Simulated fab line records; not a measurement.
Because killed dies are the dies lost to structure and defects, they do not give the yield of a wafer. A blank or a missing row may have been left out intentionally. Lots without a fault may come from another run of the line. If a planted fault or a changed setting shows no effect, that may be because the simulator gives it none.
A lot that was struck, set against a sound lot	flow rit_cmos	35 steps out of a route of 202
Sound: these wafers, L383.2, L383.4, L383.6. Struck: wafers L399.1, L399.2, L399.3. Last of all comes the cause.
Order at every step that has rows: each side's tool, ch and its chambers, its first start. Under that, the readings that differ: sound wafers	struck wafers	difference of the means	sigmas: that difference in standard deviations of wafers without a fault.
alike: readings whose means differ by less than 2 such deviations, and words and numbers that are the same on both sides. not compared: withheld readings, readings that some wafer has no value for, bounds like >300 that may hide the same value, and numbers for which the record gives no deviation and whose values overlap.
The two part at a step that has a row with sigmas, a row that says differs or no value, or rows on one side only. Non-overlapping numbers with no deviation appear without sigmas and do not part them. Lack of a reading on every wafer of one side parts them only where that side has two or more wafers.

first, 4 steps without rows for these wafers: RIT_ACTIVE_CLEAN_15 (cleans in SC1, time 600 s); RIT_ACTIVE_CLEAN_16 (cleans in dHF, time 30 s); RIT_ACTIVE_CLEAN_17 (cleans in SC2, time 600 s); RIT_FOX1_OXIDATION_00 (target thk 350.7 nm, ox time 1130 s).
RIT_FOX1_THK_MEAS_01:
  struck on film_metro-04, day 6 09:47; sound on film_metro-04, day 2 21:04
reading	sound	struck	difference	sigmas
FOX1_OXIDE_THK (nm)	361 358 361	344 335 342	-20	-3
then, 2 steps without rows for these wafers: RIT_FOX1_WET_ETCH_02 (etches SiO2 in BOE, target depth 350 nm, time 390 s); RIT_FOX2_OXIDATION_00 (target thk 350.7 nm, ox time 1130 s).
RIT_FOX2_THK_MEAS_01:
  struck on film_metro-04, day 6 12:25; sound on film_metro-03, day 2 22:36
reading	sound	struck	difference	sigmas
FOX2_OXIDE_THK (nm)	362 354 357	346 344 345	-13	-2
then, 2 steps without rows for these wafers: RIT_FOX2_CLEAN_02 (cleans in dHF, time 180 s); RIT_FOX2_WET_ETCH_03 (etches Si3N4 in H3PO4, target depth 195 nm, time 2700 s).
RIT_FOX2_THK_MEAS_90:
  struck on film_metro-03, day 6 13:18; sound on film_metro-04, day 2 23:28
reading	sound	struck	difference	sigmas
FIELD_OXIDE_LEFT_1_THK (nm)	335 327 330	319 317 318	-13	-2
then, 1 step without rows for these wafers: RIT_NWELL_HMDS_00 (prime time 60 s).
RIT_NWELL_COAT_01: resist thk 1300 nm.
  sound on litho_track-04 ch 0, day 2 23:42; struck on litho_track-04 ch 0, day 6 13:31
reading	sound	struck	difference	sigmas
model.NOVOLAK_of_NWELL_COAT_01.thk_nm (nm)	1313 1310 1311	264.2 263.4 264	-1047.5	
  alike: dispense_pressure_kPa
then, 4 steps without rows for these wafers: RIT_NWELL_SOFTBAKE_02 (time 60 s); RIT_NWELL_EXPOSE_03 (exposes mask M2, target cd 43900 nm); RIT_NWELL_PEB_04; RIT_NWELL_DEVELOP_05 (develop time 68 s).
RIT_NWELL_OVL_MEAS_06:
  struck on overlay-02, day 6 14:14; sound on overlay-01, day 3 00:37
  alike: NWELL_OVL
RIT_NWELL_HARDBAKE_07: time 120 s.
  sound on litho_track-01 ch 0, day 3 00:47; struck on litho_track-02 ch 0, day 6 14:17
reading	sound	struck	difference	sigmas
model.NOVOLAK_of_NWELL_COAT_01.thk_nm (nm)	1148 1146 1146	237.9 237.2 237.8	-909.0	
following that, these wafers have no rows for 1 step: RIT_NWELL_IMPLANT_08.
RIT_NWELL_STRIP_09: strips in O2, time 180 s.
  sound on plasma_asher-02 ch 0, day 3 01:08; struck on plasma_asher-04 ch 0,1, day 6 14:41
  alike: drypump_motor_current_A
  not compared: rf_hours_counter_h
RIT_NWELL_TW_MEAS_10:
  struck on film_metro-01, day 6 14:51; sound on film_metro-02, day 3 01:19
reading	sound	struck	difference	sigmas
NWELL_TW	2169 2181 2187	2138 2140 2139	-40	-2
then, 6 steps without rows for these wafers: RIT_PWELL_HMDS_00 (prime time 60 s); RIT_PWELL_COAT_01 (resist thk 1300 nm); RIT_PWELL_SOFTBAKE_02 (time 60 s); RIT_PWELL_EXPOSE_03 (exposes mask M3, target cd 43700 nm); RIT_PWELL_PEB_04; RIT_PWELL_DEVELOP_05 (develop time 68 s).
RIT_PWELL_OVL_MEAS_06:
  struck on overlay-01, day 6 15:55; sound on overlay-02, day 3 02:19
reading	sound	struck	difference	sigmas
PWELL_OVL (nm)	0.0 0.0 1.5	-2.2 -2.8 -2.9	-3.1	-2
then, 2 steps without rows for these wafers: RIT_PWELL_HARDBAKE_07 (time 120 s); RIT_PWELL_IMPLANT_08.
RIT_PWELL_STRIP_09: strips in O2, time 180 s.
  sound on plasma_asher-03 ch 0, day 3 02:45; struck on plasma_asher-02 ch 0,1, day 6 16:21
  alike: drypump_motor_current_A
  not compared: rf_hours_counter_h
RIT_PWELL_TW_MEAS_10:
  struck on film_metro-02, day 6 16:32; sound on film_metro-02, day 3 02:56
reading	sound	struck	difference	sigmas
PWELL_TW	963 961 966	2031 2030 2038	+1070	+99 or more
then, 2 steps without rows for these wafers: RIT_WELLDRIVE_ANNEAL_00 (time 14700 s); RIT_M1_PROBE_99.

WHERE THEY PART
At RIT_FOX1_THK_MEAS_01 first; at RIT_PWELL_TW_MEAS_10 last (within this record only).

WHY: what had been put in by the simulator
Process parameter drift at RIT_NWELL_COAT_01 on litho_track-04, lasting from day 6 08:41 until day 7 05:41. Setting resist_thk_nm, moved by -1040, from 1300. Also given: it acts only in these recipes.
